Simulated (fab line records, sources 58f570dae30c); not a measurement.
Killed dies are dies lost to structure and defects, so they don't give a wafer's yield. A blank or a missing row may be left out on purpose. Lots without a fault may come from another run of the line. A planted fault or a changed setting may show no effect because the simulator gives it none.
Split-lot experiment | flow berkeley_cmos170 | 5 lots, 23 wafers read, on a route of 331 steps

THE SPLIT
At UCB170_ZERO_COAT_01 (resist thk 900 nm), the setting spin_rpm was moved away from the recipe's 1500 rpm on 10 of the 23 wafers read, by -2.9% to +4.9%. The other wafers ran this setting at the recipe's value.

The reading is taken at the split's own step.

THE READING
KrF_of_ZERO_COAT_01.thk_nm (the simulator's own value, which no gauge read), in nm, at UCB170_ZERO_COAT_01 (resist thk 900 nm). The file gives no usual value for it. The 13 wafers here that ran the recipe average 901.2 nm, standard deviation 3.5 nm.

wafer  | tool, chamber at the split | spin_rpm as run, rpm | against the recipe | KrF_of_ZERO_COAT_01.thk_nm, nm | against lot-mates on the recipe
L074.1 | litho_track-03, 0          | 1500                 | recipe             | 908.1                          | -
L074.2 | litho_track-03, 0          | 1574                 | +4.9%              | 882.8                          | -23.8
L074.4 | litho_track-03, 0          | 1500                 | recipe             | 905.6                          | -
L074.5 | litho_track-03, 0          | 1500                 | recipe             | 906.1                          | -
L074.6 | litho_track-03, 0          | 1574                 | +4.9%              | 884.6                          | -22.0
L075.1 | litho_track-01, 0          | 1457                 | -2.9%              | 913.5                          | +13.7
L075.2 | litho_track-01, 0          | 1500                 | recipe             | 900.7                          | -
L075.4 | litho_track-01, 0          | 1500                 | recipe             | 899                            | -
L075.5 | litho_track-01, 0          | 1500                 | recipe             | 899.8                          | -
L075.6 | litho_track-01, 0          | 1457                 | -2.9%              | 915.3                          | +15.5
L078.1 | litho_track-04, 0          | 1500                 | recipe             | 895.7                          | -
L078.3 | litho_track-04, 0          | 1536                 | +2.4%              | 884.2                          | -11.6
L078.4 | litho_track-04, 0          | 1536                 | +2.4%              | 885.3                          | -10.5
L078.5 | litho_track-04, 0          | 1500                 | recipe             | 895.9                          | -
L078.6 | litho_track-04, 0          | 1536                 | +2.4%              | 885.9                          | -9.9
L079.2 | litho_track-03, 0          | 1500                 | recipe             | 900.6                          | -
L079.4 | litho_track-03, 0          | 1500                 | recipe             | 901                            | -
L079.5 | litho_track-03, 0          | 1500                 | recipe             | 900.2                          | -
L083.2 | litho_track-03, 0          | 1500                 | recipe             | 901.6                          | -
L083.3 | litho_track-03, 0          | 1529                 | +1.9%              | 894.2                          | -7.2
L083.4 | litho_track-03, 0          | 1529                 | +1.9%              | 895.9                          | -5.6
L083.5 | litho_track-03, 0          | 1500                 | recipe             | 901.3                          | -
L083.6 | litho_track-03, 0          | 1529                 | +1.9%              | 893.6                          | -7.9

THE FIT
A straight line over all 23 wafers: KrF_of_ZERO_COAT_01.thk_nm changes by -4.27 nm for each +1% of spin_rpm; r = -0.91; the points scatter about the line by 3.8 nm.
The same after taking each lot's own level away (the mean of its wafers on the recipe; 23 wafers): -4.63 nm for each +1%; r = -0.99; scatter 1.1 nm.
On that fit, the largest move of spin_rpm shifts the reading by 23 nm.
The lots' own levels span 895.80 to 906.60 nm, that is 3.1 times the standard deviation above.
So the lot-to-lot level changes the slope little: the two slopes agree.
Check: with one of the wafers moved furthest among these (+4.9%) left out of the fit, the line predicts -21.9 nm for it against its lot-mates. It came out at -23.8 nm against them.

THE WHOLE CHAIN: every reading that the file lists as answering this split, in the file's order
step                 | what it does      | reading                                                                     | change (the file's fit)              | r (the file's)
UCB170_ZERO_COAT_01  | resist thk 900 nm | KrF_of_ZERO_COAT_01.thk_nm (the simulator's own value, which no gauge read) | -4.6 nm for each +1% of the setting  | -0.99
UCB170_ZERO_STRIP_07 | strips in O2      | strip_time_to_endpoint_s                                                    | withheld for each +1% of the setting | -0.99

THE FILE'S OWN FIT
KrF_of_ZERO_COAT_01.thk_nm changes by -4.6 nm for each +1% of spin_rpm, r = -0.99.
